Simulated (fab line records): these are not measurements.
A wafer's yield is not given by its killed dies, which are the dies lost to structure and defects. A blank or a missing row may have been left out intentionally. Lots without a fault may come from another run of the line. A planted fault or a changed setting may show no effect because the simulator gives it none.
Matching of chambers    flow berkeley_cmos170    4 sister chambers for UCB170_ACTIVE_ETCH_15 on rie_diel-03
The step etches Si3N4 in CH3F/Ar/O2, stops on SiO2, target depth 242 nm, time 151 s. 16 wafers are shown with their chamber, then 8 later ones without.

## WAFERS WITH THEIR CHAMBER
wafer   chamber  throttle_valve_pct (%)  drypump_motor_current_A (A)  oes_product_au (a.u.)
L077.1  3        8.05                    5.6                          0.945
L077.3  0        7.87                    5.8                          0.948
L077.5  0        7.85                    5.8                          0.932
L079.1  3        8.03                    5.5                          0.951
L079.4  1        8.13                    6.2                          0.975
L079.5  1        8.10                    6.2                          0.971
L085.1  3        8.06                    5.6                          0.956
L085.2  1        8.13                    6.2                          0.981
L085.5  1        8.12                    6.1                          0.976
L090.2  2        8.04                    5.6                          0.947
L090.5  2        8.05                    5.6                          0.962
L090.6  3        8.05                    5.5                          0.950
L089.1  0        7.86                    5.8                          0.951
L089.3  3        8.05                    5.5                          0.954
L089.4  1        8.12                    6.2                          0.970
L093.1  2        8.04                    5.6                          0.945

SIGNATURES, as means of the wafers listed above
reading                  chamber 0  chamber 1  chamber 2  chamber 3  scatter within a chamber
throttle_valve_pct       7.8600     8.1200     8.0433     8.0480     0.0106
drypump_motor_current_A  5.800      6.180      5.600      5.540      0.0408
oes_product_au           0.94367    0.97460    0.95133    0.95120    0.00664
Rule: distance of a wafer from a chamber = root of the sum over the readings of ((wafer's reading minus chamber's mean) / reading's scatter) squared. The wafer belongs to the nearest chamber; if the next one is less than 2 further off, it can't be placed. The scatter: the root of (the sum of the squares of (reading less its chamber's mean) over the shown wafers, divided by (wafers less chambers)).

## WAFERS WITH NO CHAMBER GIVEN
wafer   throttle_valve_pct (%)  drypump_motor_current_A (A)  oes_product_au (a.u.)
L093.2  7.87                    5.8                          0.955
L093.5  7.86                    5.8                          0.951
L094.3  8.04                    5.6                          0.945
L094.4  8.12                    6.1                          0.972
L094.5  8.04                    5.5                          0.957
L097.2  7.85                    5.8                          0.939
L097.3  8.05                    5.6                          0.946
L097.5  7.86                    5.8                          0.951

## EACH ONE'S CHAMBER
wafer   from the rows above      in truth
L093.2  0                        0
L093.5  0                        0
L094.3  can't be placed: 2 or 3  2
L094.4  1                        1
L094.5  can't be placed: 3 or 2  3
L097.2  0                        0
L097.3  can't be placed: 2 or 3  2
L097.5  0                        0
Placed correctly: 5 of 8. Unplaceable from these rows: 3, with the true chamber sitting among the candidates in 3. Placed wrongly: 0.
